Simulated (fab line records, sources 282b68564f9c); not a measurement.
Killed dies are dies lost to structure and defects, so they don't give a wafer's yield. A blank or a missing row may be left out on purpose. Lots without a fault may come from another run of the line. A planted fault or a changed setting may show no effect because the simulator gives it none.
fab line records | flow rit_cmos
record lots=6 wafers=18 last_day=7
route steps=202 shown FOX2@24 NWELL@28 PWELL@39 WELLDRIVE@50 M1@202
lots that met no fault: from a run of the same line without faults
start_h: hours from the record's first day to the start of the lot's first wafer shown | wait_h: hours since the lot's step before | " the same as in the row above | L1.1+2: a row that stands for several wafers | - no value, or no start given | * or withheld: withheld | < > ~ a bound
route shown NAME@n: a module of which the file shows steps, and the number in the route of the first | usual: mean/standard deviation of fault-free wafers | same: alike in all rows | chamber/n: place in a boat | sites: the reading at each site | _std_site: their standard deviation | _edge_site: outer sites' mean less inner sites' | radius_mm: how far each site lies from the wafer's centre | mask NAME#n: copy n | behind: the tool/chamber that last shaped the wafer | hold: why the lot was held/for how many hours/how that ended | device: the transistor (n, p or np) that didn't switch | end of line: the same wafers' tests at the end of the route | a step without rows: its recipe alone | killed: dies lost to structure and defects at the first sort, not the wafer's yield | map: a wafer's dies, x killed, . not, _ none there
set.NAME: the setting as run; set.NAME@STEP: as run at that earlier step | model.NAME: the simulator's own value behind a step, which no gauge read
lots at some steps of the route; a table a step, a row a wafer
services: from which hour (start_h, from the record's first day; less than 0 if before it) a tool's chamber was out of use, for how many hours, and why
## steps
# step RIT_FOX2_THK_MEAS_01
# recipe reads=SiO2_of_FOX2_OXIDATION_00
# usual FOX2_OXIDE_THK=336/6.7
# columns lot.wafer tool chamber start_h wait_h FOX2_OXIDE_THK[nm]
L425.2 film_metro-04 - 39.90 0.0 337
L425.3 " - " " 344
L425.4 " - " " 338
L427.2 film_metro-02 - 50.02 0.0 343
L427.4 " - " " 334
L427.6 " - " " 342
L428.1 film_metro-01 - 55.76 0.0 338
L428.2 " - " " 343
L428.3 " - " " 341
L430.2 film_metro-04 - 67.90 0.1 337
L430.3 " - " " 343
L430.5 " - " " 341
L440.3 film_metro-02 - 116.29 0.0 328
L440.5 " - " " 324
L440.6 " - " " 328
L441.1 film_metro-02 - 119.07 0.0 330
L441.2 " - " " 333
L441.5 " - " " 330
# step RIT_FOX2_CLEAN_02
# recipe chemistry=dHF dilution=50:1 time_s=180
# step RIT_FOX2_WET_ETCH_03
# recipe chemistry=H3PO4 target=Si3N4 target_depth_nm=195 temp_c=165 time_s=2700
# step RIT_FOX2_THK_MEAS_90
# recipe reads=SiO2_of_FOX2_OXIDATION_00
# usual FIELD_OXIDE_LEFT_1_THK=308/6.8
# columns lot.wafer tool chamber start_h wait_h FIELD_OXIDE_LEFT_1_THK[nm]
L425.2 film_metro-04 - 40.78 0.0 310
L425.3 " - " " 316
L425.4 " - " " 310
L427.2 film_metro-01 - 50.97 0.0 316
L427.4 " - " " 307
L427.6 " - " " 315
L428.1 film_metro-04 - 56.64 0.0 311
L428.2 " - " " 316
L428.3 " - " " 314
L430.2 film_metro-02 - 68.78 0.0 310
L430.3 " - " " 315
L430.5 " - " " 314
L440.3 film_metro-02 - 117.16 0.0 300
L440.5 " - " " 297
L440.6 " - " " 301
L441.1 film_metro-04 - 119.95 0.0 303
L441.2 " - " " 306
L441.5 " - " " 302
# step RIT_NWELL_HMDS_00
# recipe prime_time_s=60 prime_temp_c=140
# step RIT_NWELL_COAT_01
# recipe resist=NOVOLAK spin_rpm=2000 resist_thk_nm=1300
# step RIT_NWELL_SOFTBAKE_02
# recipe resist=NOVOLAK temp_c=90 time_s=60
# step RIT_NWELL_EXPOSE_03
# recipe mask_id=M2 na=0.57 target_cd_nm=43900 dose_mj=250
# step RIT_NWELL_PEB_04
# recipe resist=NOVOLAK temp_c=withheld time_s=withheld
# step RIT_NWELL_DEVELOP_05
# recipe resist=NOVOLAK develop_time_s=68 dev_temp_c=23
# step RIT_NWELL_OVL_MEAS_06
# usual NWELL_OVL=-0.5/1.3
# columns lot.wafer tool chamber start_h wait_h NWELL_OVL[nm]
L425.2 overlay-02 - 41.71 - 1.9
L425.3 " - " " 1.7
L425.4 " - " " 0.9
L427.2 overlay-02 - 51.92 - 1.2
L427.4 " - " " 1.7
L427.6 " - " " -0.2
L428.1 overlay-02 - 58.03 - -0.5
L428.2 " - " " -1.1
L428.3 " - " " -0.5
L430.2 overlay-02 - 69.84 - 1.5
L430.3 " - " " 1.1
L430.5 " - " " 0.7
L440.3 overlay-01 - 118.22 - -0.9
L440.5 " - " " 0.8
L440.6 " - " " 0.6
L441.1 overlay-01 - 121.07 - -1.8
L441.2 " - " " -2.2
L441.5 " - " " -0.6
# step RIT_NWELL_HARDBAKE_07
# recipe resist=NOVOLAK temp_c=139.2 time_s=120
# step RIT_NWELL_IMPLANT_08
# recipe species=P energy_kev=170 dose_cm2=5e+13 tilt_deg=7
# usual beam_on_s=9.99/0.2 dose_ions_cm2=5e+13/5.5e+10 end_station_pressure_torr=5.11e-06/2.7e-07 faraday_current_uA=159/3.2
# same implant_ion_amu=31
# columns lot.wafer tool chamber start_h wait_h beam_on_s dose_ions_cm2 end_station_pressure_torr faraday_current_uA
L425.2 implanter-02 0 42.25 0.2 10.16 4.994e+13 5.42e-06 156
L425.3 " 0 " " 9.94 4.997e+13 5.14e-06 159
L425.4 " 0 " " 9.69 4.995e+13 4.96e-06 164
L427.2 implanter-02 0 52.23 0.2 9.84 5.003e+13 4.6e-06 160
L427.4 " 0 " " 9.81 4.998e+13 4.83e-06 162
L427.6 " 0 " " 9.79 4.994e+13 5.11e-06 162
L428.1 implanter-01 0 58.48 0.2 9.68 4.996e+13 5.68e-06 164
L428.2 " 0 " " 10.22 5.005e+13 4.82e-06 155
L428.3 " 0 " " 10.32 4.998e+13 5.09e-06 153
L430.2 implanter-03 0 70.17 0.2 10.07 4.996e+13 5.32e-06 158
L430.3 " 0 " " 9.90 4.998e+13 5.19e-06 159
L430.5 " 0 " " 9.93 4.999e+13 5.08e-06 160
L440.3 implanter-02 0 118.55 0.2 11.44 5.004e+13 4.913e-05 140
L440.5 " 0 " " 10.86 5.001e+13 4.999e-05 147
L440.6 " 0 " " 11.11 4.989e+13 5.359e-05 144
L441.1 implanter-02 0 121.36 0.2 11.22 4.998e+13 5.116e-05 142
L441.2 " 0 " " 10.63 5.004e+13 4.838e-05 150
L441.5 " 0 " " 10.96 4.991e+13 5.029e-05 146
# step RIT_NWELL_STRIP_09
# recipe chemistry=O2 time_s=180 resist=NOVOLAK platen_temp_c=withheld power_w=500 pressure_mtorr=4000 o2_flow_sccm=4000
# usual drypump_motor_current_A=5.5/0.41
# columns lot.wafer tool chamber start_h wait_h drypump_motor_current_A rf_hours_counter_h
L425.2 plasma_asher-02 1 42.37 0.1 6.1 37
L425.3 " 1 " " 6.1 -
L425.4 " 0 " " 5.3 -
L427.2 plasma_asher-01 1 52.35 0.1 5.4 40
L427.4 " 1 " " 5.4 -
L427.6 " 1 " " 5.4 -
L428.1 plasma_asher-01 0 58.63 0.1 4.9 41
L428.2 " 1 " " 5.4 41
L428.3 " 0 " " 4.9 -
L430.2 plasma_asher-02 0 70.42 0.2 5.3 41
L430.3 " 1 " " 6.1 -
L430.5 " 1 " " 6.1 -
L440.3 plasma_asher-02 1 118.71 0.1 6.1 -
L440.5 " 1 " " 6.1 -
L440.6 " 0 " " 5.3 -
L441.1 plasma_asher-02 0 121.51 0.1 5.3 1
L441.2 " 1 " " 6.2 1
L441.5 " 1 " " 6.1 -
# step RIT_NWELL_TW_MEAS_10
# usual NWELL_TW=2150/25
# columns lot.wafer tool chamber start_h wait_h NWELL_TW
L425.2 film_metro-03 - 42.56 0.1 2179
L425.3 " - " " 2166
L425.4 " - " " 2181
L427.2 film_metro-03 - 52.54 0.1 2170
L427.4 " - " " 2171
L427.6 " - " " 2166
L428.1 film_metro-03 - 58.80 0.1 2158
L428.2 " - " " 2168
L428.3 " - " " 2150
L430.2 film_metro-03 - 70.61 0.1 2174
L430.3 " - " " 2162
L430.5 " - " " 2172
L440.3 film_metro-01 - 118.84 0.1 2234
L440.5 " - " " 2249
L440.6 " - " " 2246
L441.1 film_metro-03 - 121.68 0.1 2221
L441.2 " - " " 2219
L441.5 " - " " 2214
# step RIT_PWELL_HMDS_00
# recipe prime_time_s=60 prime_temp_c=140
# step RIT_PWELL_COAT_01
# recipe resist=NOVOLAK spin_rpm=2000 resist_thk_nm=1300
# step RIT_PWELL_SOFTBAKE_02
# recipe resist=NOVOLAK temp_c=90 time_s=60
# step RIT_PWELL_EXPOSE_03
# recipe mask_id=M3 na=0.57 target_cd_nm=43700 dose_mj=250
# step RIT_PWELL_PEB_04
# recipe resist=NOVOLAK temp_c=withheld time_s=withheld
# step RIT_PWELL_DEVELOP_05
# recipe resist=NOVOLAK develop_time_s=68 dev_temp_c=23
# step RIT_PWELL_OVL_MEAS_06
# usual PWELL_OVL=-0.1/1.3
# columns lot.wafer tool chamber start_h wait_h PWELL_OVL[nm]
L425.2 overlay-01 - 43.69 - -0.5
L425.3 " - " " -0.7
L425.4 " - " " -0.3
L427.2 overlay-02 - 53.57 - -1.0
L427.4 " - " " -0.2
L427.6 " - " " -0.5
L428.1 overlay-01 - 59.87 - -0.8
L428.2 " - " " -1.9
L428.3 " - " " 0.8
L430.2 overlay-01 - 71.58 - 1.9
L430.3 " - " " -0.7
L430.5 " - " " 0.4
L440.3 overlay-01 - 119.78 - -0.3
L440.5 " - " " -1.5
L440.6 " - " " -0.9
L441.1 overlay-01 - 122.65 - -1.4
L441.2 " - " " -1.0
L441.5 " - " " 0.2
# step RIT_PWELL_HARDBAKE_07
# recipe resist=NOVOLAK temp_c=140 time_s=120
# step RIT_PWELL_IMPLANT_08
# recipe species=B energy_kev=169 dose_cm2=7e+13 tilt_deg=7
# step RIT_PWELL_STRIP_09
# recipe chemistry=O2 time_s=180 resist=NOVOLAK platen_temp_c=withheld power_w=500 pressure_mtorr=4000 o2_flow_sccm=4000
# usual drypump_motor_current_A=5.6/0.35
# columns lot.wafer tool chamber start_h wait_h drypump_motor_current_A rf_hours_counter_h
L425.2 plasma_asher-04 0 44.12 0.1 5.8 26
L425.3 " 1 " " 5.2 -
L425.4 " 0 " " 5.8 -
L427.2 plasma_asher-03 1 54.00 0.1 6.0 40
L427.4 " 0 " " 5.5 -
L427.6 " 1 " " 6.0 -
L428.1 plasma_asher-02 0 60.31 0.1 5.3 40
L428.2 " 1 " " 6.2 40
L428.3 " 1 " " 6.1 -
L430.2 plasma_asher-04 0 72.16 0.2 5.7 30
L430.3 " 1 " " 5.2 -
L430.5 " 0 " " 5.7 -
L440.3 plasma_asher-03 0 120.26 0.1 5.5 -
L440.5 " 0 " " 5.5 -
L440.6 " 1 " " 6.0 -
L441.1 plasma_asher-04 1 123.09 0.1 5.2 36
L441.2 " 0 " " 5.8 36
L441.5 " 1 " " 5.2 -
# step RIT_PWELL_TW_MEAS_10
# usual PWELL_TW=955/11
# columns lot.wafer tool chamber start_h wait_h PWELL_TW
L425.2 film_metro-01 - 44.31 0.1 960
L425.3 " - " " 964
L425.4 " - " " 959
L427.2 film_metro-01 - 54.18 0.1 971
L427.4 " - " " 962
L427.6 " - " " 969
L428.1 film_metro-01 - 60.48 0.1 966
L428.2 " - " " 965
L428.3 " - " " 968
L430.2 film_metro-01 - 72.34 0.1 962
L430.3 " - " " 966
L430.5 " - " " 967
L440.3 film_metro-03 - 120.40 0.1 961
L440.5 " - " " 958
L440.6 " - " " 956
L441.1 film_metro-01 - 123.26 0.1 962
L441.2 " - " " 965
L441.5 " - " " 957
# step RIT_WELLDRIVE_ANNEAL_00
# recipe temp_c=1100 time_s=14700 ambient=N2
# step RIT_WELLDRIVE_RS_MEAS_01
# recipe thk_meas_gauge=four-point-probe
# usual NWELL_RS=275.4/0.97
# columns lot.wafer tool chamber start_h wait_h NWELL_RS[ohm/sq]
L425.2 film_metro-01 - 49.46 0.0 274.7
L425.3 " - " " 274.4
L425.4 " - " " 274.4
L427.2 film_metro-02 - 60.76 0.0 275.6
L427.4 " - " " 276.4
L427.6 " - " " 274.6
L428.1 film_metro-02 - 67.14 0.0 277.0
L428.2 " - " " 276.2
L428.3 " - " " 276.7
L430.2 film_metro-01 - 77.50 0.0 276.5
L430.3 " - " " 277.5
L430.5 " - " " 276.4
L440.3 film_metro-03 - 125.77 0.0 258.6
L440.5 " - " " 258.3
L440.6 " - " " 258.9
L441.1 film_metro-03 - 129.13 0.0 258.7
L441.2 " - " " 259.0
L441.5 " - " " 258.7
# step RIT_WELLDRIVE_RS_MEAS_02
# recipe thk_meas_gauge=four-point-probe
# usual PWELL_RS=430.0/1.4
# columns lot.wafer tool chamber start_h wait_h PWELL_RS[ohm/sq]
L425.2 film_metro-01 - 49.58 0.1 432.4
L425.3 " - " " 432.2
L425.4 " - " " 431.6
L427.2 film_metro-02 - 60.88 0.1 430.4
L427.4 " - " " 430.1
L427.6 " - " " 430.1
L428.1 film_metro-02 - 67.26 0.1 430.6
L428.2 " - " " 428.8
L428.3 " - " " 431.1
L430.2 film_metro-01 - 77.62 0.1 428.6
L430.3 " - " " 427.6
L430.5 " - " " 428.7
L440.3 film_metro-03 - 125.89 0.1 427.3
L440.5 " - " " 427.5
L440.6 " - " " 428.4
L441.1 film_metro-03 - 129.25 0.1 427.8
L441.2 " - " " 427.6
L441.5 " - " " 428.3
# step RIT_M1_PROBE_99
# usual killed_at_contacts=0.1/0.27 killed_at_front_end=7/3.3 killed_dies=7/3.3 killed_open=3.5/2 killed_short=3.8/2.2
# same gross_dies=264 killed_at_M0_to_M3=0 killed_at_M4_up=0 killed_at_back_side=0 killed_at_other=0
# columns lot.wafer tool chamber start_h wait_h killed_at_contacts killed_at_front_end killed_dies killed_open killed_short model.etest.nwell_pinched.rs_ohm_sq model.etest.well_edge_left.line_ohm_um model.etest.well_edge_right.line_ohm_um model.etest.field_p.vt_v model.etest.iso_nwell_nwell.bv_v model.etest.diode_pplus_nwell.bv_v model.etest.vpnp.gain model.etest.diode_pplus_comb.cj_ff_um2
L425.2 prober-02 - 81.32 0.1 0 4 4 2 2 335.4 180.3 180.3 -12.82 21.73 6.648 1.102 1.987
L425.3 prober-02 - 81.37 0.2 0 6 6 6 0 333.3 183.5 183 -12.78 22.04 6.652 1.097 1.979
L425.4 prober-02 - 81.42 0.2 0 10 10 6 4 338.3 180.1 181.3 -12.92 21.98 6.755 1.089 1.987
L427.2 prober-02 - 91.72 0.1 0 11 11 6 5 341.6 185.6 186.3 -12 22.3 6.613 1.115 1.999
L427.4 prober-02 - 91.82 0.2 0 10 10 5 5 344 180.8 183.5 -11.98 22.29 6.737 1.109 2.003
L427.6 prober-02 - 91.92 0.2 0 8 8 3 5 339.3 182.5 183.2 -12.02 22.14 6.65 1.095 2.008
L428.1 prober-01 - 97.88 0.1 0 4 4 2 2 337.9 184.6 184.7 -12.83 22.43 6.621 1.057 2.014
L428.2 prober-01 - 97.93 0.1 0 3 3 1 2 340.4 182.4 184.3 -12.78 22.08 6.644 1.078 2.014
L428.3 prober-01 - 97.98 0.2 0 6 6 2 4 339.6 181 183.6 -12.82 22.07 6.588 1.085 2.007
L430.2 prober-01 - 107.63 0.1 0 6 6 3 3 335.5 181.4 185.6 -12.63 22.01 6.625 1.067 1.999
L430.3 prober-01 - 107.68 0.2 0 4 4 1 3 341.5 187.4 184.9 -12.57 22.32 6.656 1.098 2.003
L430.5 prober-01 - 107.78 0.2 1 8 9 5 4 337.1 184.8 184.3 -12.57 21.79 6.661 1.07 2
L440.3 prober-01 - 154.77 0.2 0 8 8 3 4 316.5 169.7 170.8 -13.93 21.38 6.474 1.012 2.061
L440.5 prober-01 - 154.87 0.2 0 6 6 4 2 317.4 168.1 171.6 -14.02 20.89 6.528 1.045 2.068
L440.6 prober-01 - 154.92 0.2 0 4 4 2 2 321 170.6 168.8 -13.89 21.28 6.51 1.044 2.075
L441.1 prober-02 - 158.58 0.1 0 4 4 0 4 318.6 169.5 169.6 -13.67 20.64 6.495 1.02 2.08
L441.2 prober-02 - 158.63 0.1 0 6 6 1 5 312.5 172.5 171.1 -13.57 20.98 6.452 0.9915 2.072
L441.5 prober-02 - 158.78 0.2 0 9 9 3 6 319.2 172.3 169.4 -13.66 21.2 6.482 0.9831 2.074
# killed by level:class
L425.2 SPACER:geometric_particle:open=2 GATE:geometric_particle:short=1 SPACER:geometric_particle:short=1
L425.3 GATE:geometric_particle:open=2 REOX:geometric_particle:open=2 FOX2:geometric_particle:open=1 SILICIDE:geometric_particle:open=1
L425.4 SILICIDE:geometric_particle:short=2 SILICIDE:geometric_particle:open=2 FOX1:geometric_particle:short=1 FOX2:geometric_particle:open=1 GATE:geometric_particle:open=1 GATE:geometric_particle:short=1 REOX:geometric_particle:open=1 SPACER:geometric_particle:open=1
L427.2 GATE:geometric_particle:open=3 GATE:geometric_particle:short=2 REOX:geometric_particle:open=2 FOX1:geometric_particle:short=1 SILICIDE:geometric_particle:open=1 REOX:geometric_particle:short=1 SILICIDE:geometric_particle:short=1
L427.4 GATE:geometric_particle:open=3 GATE:geometric_particle:short=3 REOX:geometric_particle:open=1 REOX:geometric_particle:short=1 SPACER:geometric_particle:open=1 SILICIDE:geometric_particle:short=1
L427.6 GATE:geometric_particle:short=3 FOX2:geometric_particle:open=1 FOX2:geometric_particle:short=1 GATE:geometric_particle:open=1 REOX:geometric_particle:open=1 SILICIDE:geometric_particle:short=1
L428.1 FOX1:geometric_particle:short=1 GATE:geometric_particle:open=1 SPACER:geometric_particle:open=1 SPACER:geometric_particle:short=1
L428.2 FOX1:geometric_particle:short=1 GATE:geometric_particle:open=1 REOX:geometric_particle:short=1
L428.3 FOX1:geometric_particle:short=1 FOX2:geometric_particle:short=1 GATE:geometric_particle:open=1 REOX:geometric_particle:open=1 SPACER:geometric_particle:short=1 SILICIDE:geometric_particle:short=1
L430.2 FOX1:geometric_particle:short=1 FOX1:geometric_particle:open=1 FOX2:geometric_particle:open=1 GATE:geometric_particle:short=1 SPACER:geometric_particle:open=1 SILICIDE:geometric_particle:short=1
L430.3 FOX2:geometric_particle:short=2 SPACER:geometric_particle:short=1 SILICIDE:geometric_particle:open=1
L430.5 FOX1:geometric_particle:open=2 FOX1:geometric_particle:short=1 GATE:geometric_particle:open=1 GATE:geometric_particle:short=1 REOX:geometric_particle:short=1 REOX:geometric_particle:open=1 SPACER:geometric_particle:open=1 CONTACT:geometric_particle:short=1
L440.3 GATE:geometric_particle:short=2 GATE:geometric_particle:open=2 FOX1:geometric_particle:short=1 FOX1:geometric_particle:open=1 SILICIDE:geometric_particle:short=1 NWELL:coat_microbubble_printed=1
L440.5 GATE:geometric_particle:open=3 FOX1:geometric_particle:open=1 FOX1:geometric_particle:short=1 GATE:geometric_particle:short=1
L440.6 ACTIVE:geometric_particle:open=1 GATE:geometric_particle:short=1 REOX:geometric_particle:short=1 SPACER:geometric_particle:open=1
L441.1 SPACER:geometric_particle:short=2 GATE:geometric_particle:short=1 REOX:geometric_particle:short=1
L441.2 REOX:geometric_particle:short=3 FOX2:geometric_particle:short=1 GATE:geometric_particle:open=1 SILICIDE:geometric_particle:short=1
L441.5 FOX2:geometric_particle:short=2 SPACER:geometric_particle:short=2 FOX2:geometric_particle:open=1 GATE:geometric_particle:open=1 REOX:geometric_particle:short=1 SPACER:geometric_particle:open=1 SILICIDE:geometric_particle:short=1
## services
# columns tool chamber start_h hours kind
implanter-02 - 28.50 4.6 pm
plasma_asher-03 - 45.49 2.8 repair
implanter-02 - 55.32 15.0 repair
implanter-02 - 61.41 2.1 repair
plasma_asher-03 - 78.11 4.9 repair
implanter-01 - 86.10 4.9 pm
plasma_asher-02 - 108.75 9.0 pm
plasma_asher-02 0 108.75 9.0 vent_cycle
plasma_asher-02 1 108.75 9.0 vent_cycle
plasma_asher-02 0 117.75 - clean
plasma_asher-02 1 117.75 - clean
## key
first_sign step=RIT_NWELL_IMPLANT_08 reading=end_station_pressure_torr direction=up sigmas=99+ usual=5.11e-06 struck=5.042e-05
effect step=RIT_NWELL_IMPLANT_08 reading=beam_on_s direction=up sigmas=5.2 usual=9.99 struck=11.04
effect step=RIT_NWELL_TW_MEAS_10 reading=NWELL_TW direction=up sigmas=3.2 usual=2150 struck=2230
effect step=RIT_WELLDRIVE_RS_MEAS_01 reading=NWELL_RS direction=down sigmas=17 usual=275.4 struck=258.7
model_effect step=RIT_M1_PROBE_99 value=etest.nwell_pinched.rs_ohm_sq without=338.9 struck=317.5
met_at RIT_NWELL_IMPLANT_08
struck_wafers L440.3,L440.5,L440.6,L441.1,L441.2,L441.5
tester_left_out L440,L441
onset_between 52.23 118.55
fault kind=process_parameter_drift tool=implanter-02 chamber=- onset_h=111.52 steps=RIT_NWELL_IMPLANT_08 channel=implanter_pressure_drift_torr offset=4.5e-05 shape=step end_h=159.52
fault kind=process_parameter_drift tool=implanter-02 chamber=- onset_h=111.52 steps=RIT_NWELL_IMPLANT_08 channel=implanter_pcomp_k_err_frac offset=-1 shape=step end_h=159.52
# tester_left_out: of these lots the tester's yield and bins aren't shown, on N5 and GAA mostly nor the transistor test; their killed dies are dies lost to structure and defects alone, not to doping, threshold or leakage, so they don't give the yield
